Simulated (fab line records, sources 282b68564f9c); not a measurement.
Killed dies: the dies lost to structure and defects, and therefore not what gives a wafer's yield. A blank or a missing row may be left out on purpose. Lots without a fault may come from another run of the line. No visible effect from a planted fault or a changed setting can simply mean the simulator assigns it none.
Problem report, 8D (eight disciplines) form, completed by code	flow rit_cmos	the parts of the form that need people (team, actions taken, sign-off) are left out

## 1. WHAT IS WRONG
PLDD_TW at RIT_PLDD_TW_MEAS_10 reads a mean of 1478 on 6 wafers of 2 lots; wafers without a fault read 2342 with a standard deviation of 11. Relative to the usual mean, that is a shift of -79 standard deviations.
Seen first at day 6 14:44 on film_metro-02, wafer L779.2. Wafers with a number at this step in the record: 42, from 14 lots. By rule, "out" or "out of limits" means more than 4 standard deviations away from the usual mean. The rest of the wafers with a number are treated as sound.

## 2. WHAT IT IS, AND WHAT IT ISN'T
question	is	is not
which readings at this step	PLDD_TW	-
which lots	L779, L781	L762, L763, L764, L765, L766, L768, L770, L771, L773, L775, L782, L785
which wafers of those lots	all that have a number	-
read on which gauges	film_metro-02	film_metro-03, film_metro-04
when	from day 6 14:44	up to then (30 sound wafers); but 6 sound wafers of L782, L785 came after

## 3. THE SUSPECTS, EACH WITH WHAT RULES IT OUT
Counting: a tool at any process step up to the reading remains a suspect when it ran all the lots that are out and ran no sound lot after the first of those.
- ruled out: the gauge at RIT_PLDD_TW_MEAS_10. All the wafers that are out were read on film_metro-02, but those of them that RIT_PLDD_IMPLANT_08 has rows for are out there too, on other tools.
- implanter-02 at RIT_PLDD_IMPLANT_08: kept. It processed each lot that is out, first L779 at day 6 14:26, and no sound lot thereafter; up to then, the last sound lot it processed was L775 at day 5 18:42. On those wafers its own readings are out: dose_ions_cm2, faraday_current_uA.
Left after counting: implanter-02 at RIT_PLDD_IMPLANT_08.

## 4. THE CAUSE (what the simulator had put in)
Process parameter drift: implanter-02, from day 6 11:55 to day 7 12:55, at RIT_PLDD_IMPLANT_08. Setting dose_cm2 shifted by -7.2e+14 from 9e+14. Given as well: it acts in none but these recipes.
This tool alone remained once counting was done.

## 5. THE CHAIN OF EFFECTS, in route order
Each row: a reading where the mean over the struck wafers with a number is more than 3 standard deviations away from the usual. Only readings whose record carries a usual standard deviation are examined. hours: median over the lots of the time between each lot's start at the first step of this table that gives one and its start at this step. sigmas: the change, counted in usual standard deviations.
hours	step	reading	usual	on struck wafers	change	sigmas
0	RIT_PLDD_IMPLANT_08	dose_ions_cm2	8.999e+14	1.807e+14	-7.192e+14	-99 or more
0	RIT_PLDD_IMPLANT_08	end_station_pressure_torr	7.3e-06 Torr	5.6e-06	-1.7e-06	-4.5
0	RIT_PLDD_IMPLANT_08	faraday_current_uA	2825	560	-2264	-43
0	RIT_PLDD_TW_MEAS_10	PLDD_TW	2342	1478	-864	-79
7	RIT_SDANNEAL_RS_MEAS_06	PLDD_RS	178.7 ohm/sq	599.0	+420.3	+99 or more
Its process steps:
- RIT_PLDD_IMPLANT_08
Later measuring or inspecting steps at which every struck wafer that the step has a row for has a number for every such reading, and none has moved that far: RIT_SDANNEAL_RS_MEAS_05.

## 6. HOW IT WOULD HAVE BEEN CAUGHT EARLIER
3 hours passed between the start of the fault at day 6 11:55 and the first reading out of limits at a measuring or inspecting step in this record, taken at day 6 14:44.
At RIT_PLDD_IMPLANT_08, the tool's own readings (dose_ions_cm2, faraday_current_uA) were out on each struck wafer the step has a row for, so an alarm limit on them would have fired on the first such wafer.
Lots out: 2; of these, L781 started RIT_PLDD_IMPLANT_08 on implanter-02 after day 6 14:44. A hold on the tool at that time would have spared it.
